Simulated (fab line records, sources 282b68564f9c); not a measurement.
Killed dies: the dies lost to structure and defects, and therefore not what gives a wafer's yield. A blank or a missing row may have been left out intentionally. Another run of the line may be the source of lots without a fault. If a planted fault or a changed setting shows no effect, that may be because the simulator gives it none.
Commonality check across tools -- flow rit-cmos -- Sample size 14 lots and 42 wafers

## REASON IT WAS OPENED
2 of 14 lots carry a flag on the reading FIELD_OXIDE_LEFT_2_THK at RIT_FOX2_THK_MEAS_91. Wafers without a fault read 254 nm, standard deviation 6.5.
Rule: a lot is flagged when every wafer of it that has a number lies more than 4 standard deviations from that mean, or none has a number. The rest of the lots are taken to be sound.

lot,measured,on,"FIELD_OXIDE_LEFT_2_THK (nm), wafer by wafer",flag
L537,day 3 01:11,film-metro-03,266 261 267,
L538,day 3 06:08,film-metro-03,256 250 251,
L539,day 3 09:50,film-metro-01,255 258 260,
L542,day 4 05:29,film-metro-03,247 248 245,
L543,day 4 06:28,film-metro-01,316 311 308,FLAGGED
L544,day 4 12:53,film-metro-03,308 308 304,FLAGGED
L550,day 5 19:26,film-metro-03,252 257 258,
L551,day 5 22:40,film-metro-01,255 249 256,
L552,day 6 02:41,film-metro-01,246 246 252,
L553,day 6 10:34,film-metro-01,261 261 257,
L554,day 6 16:58,film-metro-03,252 257 258,
L555,day 6 19:13,film-metro-01,253 254 259,
L556,day 6 23:13,film-metro-01,255 259 253,
L557,day 7 06:38,film-metro-04,260 263 256,
The mean of the flagged lots' numbers is 309 nm, +55 nm from the usual (+8 standard deviations).

## EACH LOT AND THE TOOL IT RAN ON
The record holds 1 process step before the reading, out of a route of 202 steps. Every cell lists first the tool, next ch and the chambers used by the sampled wafers, and last the start.
lot,flag,RIT_GATE_WET_ETCH_00
L537,,"wet-bench-01 ch 2, day 3 00:44"
L538,,"wet-bench-04 ch 3, day 3 05:40"
L539,,"wet-bench-04 ch 3, day 3 09:23"
L542,,"wet-bench-04 ch 0, day 4 05:04"
L543,FLAGGED,"wet-bench-01 ch 0, day 4 06:02"
L544,FLAGGED,"wet-bench-02 ch 1, day 4 12:28"
L550,,"wet-bench-02 ch 0, day 5 19:01"
L551,,"wet-bench-04 ch 2, day 5 22:14"
L552,,"wet-bench-04 ch 1, day 6 02:16"
L553,,"wet-bench-01 ch 2, day 6 10:08"
L554,,"wet-bench-02 ch 1, day 6 16:32"
L555,,"wet-bench-01 ch 1, day 6 18:45"
L556,,"wet-bench-02 ch 2, day 6 22:46"
L557,,"wet-bench-01 ch 2, day 7 06:11"
These steps, and what they do:
- RIT_GATE_WET_ETCH_00: etches SiO2 in BOE, target depth 56 nm, time 60 s.
- RIT_FOX2_THK_MEAS_91

## FLAGGED OVER TOTAL, TOOL BY TOOL (the gauges that took the reading come last)
step,tool,lots run,flagged,share of the flagged lots,sound lots run after its first flagged lot
RIT_GATE_WET_ETCH_00,wet-bench-01,5,1,some,"3 (L553,L555,L557)"
RIT_GATE_WET_ETCH_00,wet-bench-02,4,1,some,"3 (L550,L554,L556)"
RIT_GATE_WET_ETCH_00,wet-bench-04,5,0,none,-
RIT_FOX2_THK_MEAS_91,film-metro-01,7,1,some,"5 (L551,L552,L553,L555,L556)"
RIT_FOX2_THK_MEAS_91,film-metro-03,6,1,some,"2 (L550,L554)"
RIT_FOX2_THK_MEAS_91,film-metro-04,1,0,none,-

## WHAT THE TABLE ALLOWS
No row of the table ran every flagged lot.

## WHAT THE SIMULATOR PUT IN
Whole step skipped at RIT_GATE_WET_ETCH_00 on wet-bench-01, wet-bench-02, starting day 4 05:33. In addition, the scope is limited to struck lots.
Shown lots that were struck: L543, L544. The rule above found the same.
